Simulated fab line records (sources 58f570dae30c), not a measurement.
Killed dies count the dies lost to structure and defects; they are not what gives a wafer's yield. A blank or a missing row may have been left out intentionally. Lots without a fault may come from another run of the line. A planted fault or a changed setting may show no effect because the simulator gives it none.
Which tool is to blame?	flow berkeleyCmos170	42 wafers from 14 lots sampled at 2 of the route's 331 steps

WHAT THE GAUGES READ, wafer by wafer
UCB170_V1_THK_MEAS_04.
lot	measured	on	V1_POLISHED_THK (nm)
L572	day 7 17:39	filmMetro-01	1000.2 999.2 1001.4
L574	day 7 17:39	filmMetro-04	1000.9 1000.4 1001.1
L573	day 7 17:58	filmMetro-03	999.7 1001.8 1001.0
L576	day 8 13:31	filmMetro-04	999.9 999.8 1000.7
L579	day 8 14:07	filmMetro-03	1000.1 1000.2 1001.5
L581	day 9 10:24	filmMetro-04	997.9 1002.6 1000.9
L580	day 9 12:32	filmMetro-03	997.9 1001.2 1000.4
L584	day 9 12:32	filmMetro-01	1000.9 1000.5 1001.0
L588	day 10 13:05	filmMetro-03	1001.6 999.8 1000.3
L589	day 10 13:06	filmMetro-04	997.3 1002.8 1000.4
L587	day 10 19:32	filmMetro-03	1001.2 1001.1 1000.4
L592	day 10 21:50	filmMetro-04	1000.2 1001.4 1001.5
L593	day 11 16:10	filmMetro-04	1001.4 1000.5 1001.7
L595	day 11 22:12	filmMetro-01	998.9 1001.2 998.5

WHICH TOOL RAN EACH LOT (tool, then ch and the chambers of the sampled wafers, then the start)
lot	UCB170_V1_CVD_00
L572	pecvd-01 ch 0,2, day 7 17:01
L574	pecvd-04 ch 0,1, day 7 17:01
L573	pecvd-03 ch 1,2, day 7 17:08
L576	pecvd-03 ch 0,2, day 8 12:53
L579	pecvd-04 ch 0,1,2, day 8 12:53
L581	pecvd-04 ch 1,2, day 9 09:45
L580	pecvd-01 ch 0,2, day 9 11:53
L584	pecvd-04 ch 0,1,2, day 9 11:53
L588	pecvd-03 ch 0,1,2, day 10 12:27
L589	pecvd-01 ch 0,1,2, day 10 12:27
L587	pecvd-03 ch 0,2, day 10 18:37
L592	pecvd-04 ch 0,1, day 10 21:11
L593	pecvd-04 ch 0,2, day 11 15:32
L595	pecvd-04 ch 0,2, day 11 21:33
- UCB170_V1_CVD_00: deposits SiO2 from TEOS/O2, target thk 2000 nm, time 250 s.

WHAT THE TOOLS THEMSELVES READ (means of the sampled wafers that have a number; where no wafer has one, the mark that the record gives instead)
UCB170_V1_CVD_00.
lot	tool	heaterPowerW (W)	susceptorTempC (C)
L572	pecvd-01	312	390.03
L574	pecvd-04	288	389.74
L573	pecvd-03	231	389.96
L576	pecvd-03	245	389.96
L579	pecvd-04	227	389.84
L581	pecvd-04	247	389.87
L580	pecvd-01	272	389.72
L584	pecvd-04	268	390.19
L588	pecvd-03	256	390.07
L589	pecvd-01	283	389.91
L587	pecvd-03	245	389.89
L592	pecvd-04	274	390.14
L593	pecvd-04	251	389.71
L595	pecvd-04	232	390.17

THE ANSWER, worked out from the rows above alone
Rule: usual is defined by the lots themselves. The widest of any qualifying gaps counts: lots, ordered by their means at a reading, are off when they make up no more than a third of the lots, leave a main group of 4 or more, and stand apart from it by 3 or more times the standard deviation of that group's means. A main group whose means are all the same, to the digits that the tables above print for the reading, isn't used. Also off: a lot with no number at a reading for which 4 or more lots have one. Where the step has rows for the other lots, those lots are counted as sound. The gauges are gone through in route order, then the tools' own readings, and for those a lot's mean is taken as printed above. The first step at which some lot is off is used, and at that step the reading that is off furthest; a lot without a number counts as furthest.
Across all readings shown, no lot is off: no conclusion can be drawn from this.

WHAT HAD BEEN PUT IN BY THE SIMULATOR
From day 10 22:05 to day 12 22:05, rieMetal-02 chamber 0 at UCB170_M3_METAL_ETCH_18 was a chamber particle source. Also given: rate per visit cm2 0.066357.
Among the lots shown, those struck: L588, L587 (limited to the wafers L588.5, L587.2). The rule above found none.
